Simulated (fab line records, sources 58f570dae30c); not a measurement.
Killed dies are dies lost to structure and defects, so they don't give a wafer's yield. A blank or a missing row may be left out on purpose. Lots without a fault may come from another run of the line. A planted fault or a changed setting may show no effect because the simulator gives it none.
Problem report in the 8D (eight disciplines) form, filled by code | flow berkeley_cmos170 | the parts of the form that need people (team, actions taken, sign-off) are left out

1. THE PROBLEM
o2_flow_sccm at UCB170_M2_STRIP_07 reads a mean of 600.2 sccm on 6 wafers of 2 lots; wafers without a fault read 399.8 sccm with a standard deviation of 1.2. That is +99 or more standard deviations from the usual mean.
The step: strips in O2.
First seen on wafer L951.2, day 10 13:16, on plasma_asher-02. The record holds 42 wafers of 14 lots with a number at this step. Rule for "out", or "out of limits": more than 4 standard deviations from the usual mean. The other wafers with a number count as sound.

2. WHAT IT IS AND WHAT IT IS NOT
question                    | is                                                     | is not
which readings at this step | o2_flow_sccm, oes_product_au, strip_time_to_endpoint_s | drypump_motor_current_A
which lots                  | L951, L954                                             | L938, L939, L941, L942, L943, L944, L945, L946, L947, L950, L959, L961
which wafers of those lots  | all that have a number                                 | -
read on which tools         | plasma_asher-02                                        | plasma_asher-03, plasma_asher-04
when                        | from day 10 13:16                                      | up to then (30 sound wafers); but 6 sound wafers of L959, L961 came after

3. SUSPECTS, AND WHAT RULES EACH OUT
Counting: a tool at a process step up to the reading stays a suspect if it ran every lot that is out and no sound lot after the first of them.
- plasma_asher-02 at UCB170_M2_STRIP_07 (strips in O2): kept. It ran every lot that is out, first L951 (day 10 13:16), and no sound lot after that; its last sound lot up to then is L947 (day 9 04:04). Its own readings are out on those wafers: o2_flow_sccm, oes_product_au, strip_time_to_endpoint_s.
Left after counting: plasma_asher-02 at UCB170_M2_STRIP_07.

4. THE CAUSE (what the simulator had put in)
Process parameter drift: plasma_asher-02, from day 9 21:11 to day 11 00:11, at UCB170_M2_STRIP_07. Setting o2_flow_sccm, moved by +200, from 400. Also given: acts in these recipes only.
Counting left only this tool.

5. THE CHAIN OF EFFECTS, in route order
Each row: a reading whose mean over the struck wafers that have a number lies more than 3 standard deviations from the usual. Only readings for which the record gives a usual standard deviation are gone through. hours: the time from each lot's start at the first step in this table that gives one to its start at this step, as a median over the lots. sigmas: the change in usual standard deviations.
hours | step               | reading                  | usual      | on struck wafers | change | sigmas
0     | UCB170_M2_STRIP_07 | o2_flow_sccm             | 399.8 sccm | 600.2            | +200.4 | +99 or more
0     | UCB170_M2_STRIP_07 | oes_product_au           | 0.735 a.u. | 0.762            | +0.027 | +5.7
0     | UCB170_M2_STRIP_07 | strip_time_to_endpoint_s | 21.96 s    | 20.92            | -1.04  | -16
The process steps in it:
- UCB170_M2_STRIP_07: strips in O2.

6. WHAT WOULD HAVE CAUGHT IT SOONER
In this record the first reading out of limits was taken at day 10 13:16, 16 hours after the fault began at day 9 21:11.
